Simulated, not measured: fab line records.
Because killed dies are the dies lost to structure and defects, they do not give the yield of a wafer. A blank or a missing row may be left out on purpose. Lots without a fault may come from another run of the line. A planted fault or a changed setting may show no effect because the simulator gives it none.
Struck lot and sound lot, side by side + flow rit_cmos + 43 out of 202 route steps
Sound: the wafers L726.1, L726.2, L726.6. Wafers struck: L732.2, L732.3, L732.6. The cause comes at the end.
Order at every step that has rows: each side's tool, ch and its chambers, its first start. Under that, the readings that differ: sound wafers + struck wafers + difference of the means + sigmas: that difference in standard deviations of wafers without a fault.
alike: readings with means less than 2 such deviations apart, plus words and numbers identical on both sides. not compared: withheld readings, readings lacking a value on some wafer, bounds such as >300 that could conceal the same value, and numbers that have no deviation in the record and whose values overlap.
The two part at a step that has a row with sigmas, a row that says differs or no value, or rows on one side only. Numbers that don't overlap but have no deviation are shown without sigmas and don't part them. A reading that every wafer of one side lacks parts them only if that side has two wafers or more.

first, 1 step without rows for these wafers: RIT_SDANNEAL_CLEAN_02 (cleans in SC2, time 600 s).
RIT_SDANNEAL_RTA_03: time 5 s.
  sound on rtp_anneal-01 ch 0, day 5 22:16; struck on rtp_anneal-01 ch 0, day 7 03:37
  alike: chamber_o2_ppm, wafer_temp_C_max
RIT_SDANNEAL_RS_MEAS_04: measures by four-point-probe.
  sound on film_metro-03 at day 5 22:23; struck on film_metro-02 at day 7 03:41
  alike: PSD_RS
RIT_SDANNEAL_RS_MEAS_05: measures by four-point-probe.
  sound on film_metro-03 at day 5 22:30; struck on film_metro-02 at day 7 03:48
| reading         | sound             | struck            | difference | sigmas |
|-----------------|-------------------|-------------------|------------|--------|
| NSD_RS (ohm/sq) | 83.96 84.17 83.88 | 84.58 84.52 84.76 | +0.62      | +3     |
RIT_SDANNEAL_RS_MEAS_06: measures by four-point-probe.
  sound on film_metro-03 at day 5 22:37; struck on film_metro-02 at day 7 03:55
  alike: PLDD_RS
RIT_SDANNEAL_RS_MEAS_07: measures by four-point-probe.
  sound on film_metro-03 at day 5 22:44; struck on film_metro-02 at day 7 04:02
  alike: NLDD_RS
then, 1 step without rows for these wafers: RIT_SILICIDE_WET_ETCH_00 (etches SiO2 in BOE, target depth 14 nm, time 15 s).
RIT_SILICIDE_SPUTTER_01: material Ti, target thk 30 nm, time 240 s.
  sound on pvd_sputter-04 at day 5 22:52; struck on pvd_sputter-04 at day 7 04:09
  alike: throttle_valve_pct
RIT_SILICIDE_RS_MEAS_02: measures by four-point-probe.
  sound on film_metro-04 at day 5 23:01; struck on film_metro-03 at day 7 04:19
  alike: SILICIDE_TI_RS
RIT_SILICIDE_THK_MEAS_03: measures by xrf.
  sound on film_metro-04 at day 5 23:08; struck on film_metro-03 at day 7 04:26
  alike: SILICIDE_TI_THK
then, 2 steps without rows for these wafers: RIT_SILICIDE_RTA_04 (time 10 s, ramp up 5 s, ramp down 5 s); RIT_SILICIDE_WET_ETCH_05 (etches Ti in SPM, time 120 s).
RIT_SILICIDE_RTA_06: time 10 s, ramp up 5 s, ramp down 10 s.
  sound on rtp_anneal-01 ch 0, day 5 23:19; struck on rtp_anneal-01 ch 0, day 7 04:36
  alike: chamber_o2_ppm, wafer_temp_C_max
then, 1 step without rows for these wafers: RIT_CONTACT_CVD_00 (deposits SiO2 from TEOS, target thk 400 nm, time 61 s).
RIT_CONTACT_THK_MEAS_01:
  sound on film_metro-03 at day 5 23:29; struck on film_metro-04 at day 7 04:43
  alike: CONTACT_TEOS_THK
then, 6 steps without rows for these wafers: RIT_CONTACT_HMDS_02 (prime time 60 s); RIT_CONTACT_COAT_03 (resist thk 1000 nm); RIT_CONTACT_SOFTBAKE_04 (time 60 s); RIT_CONTACT_EXPOSE_05 (exposes mask M11, target cd 1000 nm); RIT_CONTACT_PEB_06; RIT_CONTACT_DEVELOP_07 (develop time 120 s).
RIT_CONTACT_CD_MEAS_08 targets a cd of 1000 nm.
  sound on cd_sem-02 at day 6 00:38; struck on cd_sem-02 at day 7 05:53
  alike: cd_nm
RIT_CONTACT_OVL_MEAS_09:
  sound on overlay-01 at day 6 00:46; struck on overlay-02 at day 7 05:59
  alike: CONTACT_OVL
then, 1 step without rows for these wafers: RIT_CONTACT_HARDBAKE_10 (time 60 s).
RIT_CONTACT_ETCH_11: etches SiO2 in CHF3/CF4/Ar, stops on TiSi2, target depth 480 nm, time 320 s.
  sound on rie_diel-01 ch 1,2,3, day 6 00:57; struck on rie_diel-02 ch 0,2, day 7 06:10
  alike: drypump_motor_current_A, oes_product_au, rf_fwd_power_W, throttle_valve_pct
  not compared: rf_hours_counter_h
then, 1 step without rows for these wafers: RIT_CONTACT_STRIP_12 (strips in O2, time 180 s).
RIT_CONTACT_CD_MEAS_90 targets a cd of 1000 nm.
  sound on cd_sem-02 at day 6 01:19; struck on cd_sem-02 at day 7 06:33
  alike: cd_nm
then, 2 steps without rows for these wafers: RIT_CONTACT_CLEAN_13 (cleans in SC1, time 600 s); RIT_CONTACT_CLEAN_14 (cleans in SC2, time 600 s).
RIT_M1_SPUTTER_00: material Al, target thk 400 nm, time 500 s.
  sound on pvd_sputter-03 at day 6 01:47; struck on pvd_sputter-03 at day 7 07:01
  alike: throttle_valve_pct
RIT_M1_RS_MEAS_01: measures by four-point-probe.
  sound on film_metro-02 at day 6 02:05; struck on film_metro-02 at day 7 07:20
  alike: M1_AL_RS
RIT_M1_THK_MEAS_02: measures by xrf.
  sound on film_metro-02 at day 6 02:12; struck on film_metro-02 at day 7 07:27
  alike: M1_AL_THK
then, 6 steps without rows for these wafers: RIT_M1_HMDS_03 (prime time 60 s); RIT_M1_COAT_04 (resist thk 1300 nm); RIT_M1_SOFTBAKE_05 (time 60 s); RIT_M1_EXPOSE_06 (exposes mask M12, target cd 2600 nm); RIT_M1_PEB_07; RIT_M1_DEVELOP_08 (develop time 68 s).
RIT_M1_CD_MEAS_09 targets a cd of 2600 nm.
  sound on cd_sem-02 at day 6 03:16; struck on cd_sem-02 at day 7 08:35
  alike: cd_nm
RIT_M1_OVL_MEAS_10:
  sound on overlay-02 at day 6 03:23; struck on overlay-02 at day 7 08:42
  alike: M1_OVL
then, 1 step without rows for these wafers: RIT_M1_HARDBAKE_11 (time 120 s).
RIT_M1_METAL_ETCH_12: etches Al in Cl2/BCl3, stops on SiO2, time 165 s, target depth 600 nm.
  sound on rie_metal-01 ch 0,1, day 6 03:40; struck on rie_metal-03 ch 0,1, day 7 09:09
  alike: drypump_motor_current_A, oes_product_au, rf_fwd_power_W, throttle_valve_pct
  not compared: rf_hours_counter_h
RIT_M1_PROBE_99:
  sound on prober-01 at day 6 05:56; struck on prober-01 at day 7 11:28
| reading                           | sound             | struck            | difference | sigmas |
|-----------------------------------|-------------------|-------------------|------------|--------|
| model.etest.npoly_sal.rs_ohm_sq   | 4.299 4.327 4.309 | 8.183 8.082 8.035 | +3.788     |        |
| model.etest.ppoly_sal.rs_ohm_sq   | 4.293 4.285 4.275 | 8.086 7.995 7.977 | +3.735     |        |
| model.etest.pplus_sal.rs_ohm_sq   | 4.322 4.293 4.292 | 8.011 7.92 7.954  | +3.659     |        |
| model.etest.nplus_sal.rs_ohm_sq   | 4.293 4.25 4.252  | 7.977 7.869 7.838 | +3.630     |        |
| model.etest.pplus_sal.line_ohm_um | 1.272 1.242 1.247 | 2.333 2.298 2.324 | +1.065     |        |
| model.etest.nplus_sal.line_ohm_um | 1.236 1.242 1.254 | 2.3 2.296 2.25    | +1.0       |        |
| model.etest.contact_pplus.rc_ohm  | 1.384 1.329 1.343 | 2.392 2.384 2.302 | +1.007     |        |
| model.etest.contact_nplus.rc_ohm  | 1.362 1.363 1.35  | 2.429 2.296 2.314 | +0.988     |        |
  alike: killed_at_contacts, killed_at_front_end, killed_dies, killed_open, killed_short

## WHERE THEY PART
Only at RIT_SDANNEAL_RS_MEAS_05, within this record. Later steps at which nothing parts them and some readings are alike: RIT_SDANNEAL_RS_MEAS_06, RIT_SDANNEAL_RS_MEAS_07, RIT_SILICIDE_SPUTTER_01, RIT_SILICIDE_RS_MEAS_02, RIT_SILICIDE_THK_MEAS_03, RIT_SILICIDE_RTA_06, RIT_CONTACT_THK_MEAS_01, RIT_CONTACT_CD_MEAS_08, RIT_CONTACT_OVL_MEAS_09, RIT_CONTACT_ETCH_11, RIT_CONTACT_CD_MEAS_90, RIT_M1_SPUTTER_00, RIT_M1_RS_MEAS_01, RIT_M1_THK_MEAS_02, RIT_M1_CD_MEAS_09, RIT_M1_OVL_MEAS_10, RIT_M1_METAL_ETCH_12, RIT_M1_PROBE_99.

WHY: whatever the simulator had introduced
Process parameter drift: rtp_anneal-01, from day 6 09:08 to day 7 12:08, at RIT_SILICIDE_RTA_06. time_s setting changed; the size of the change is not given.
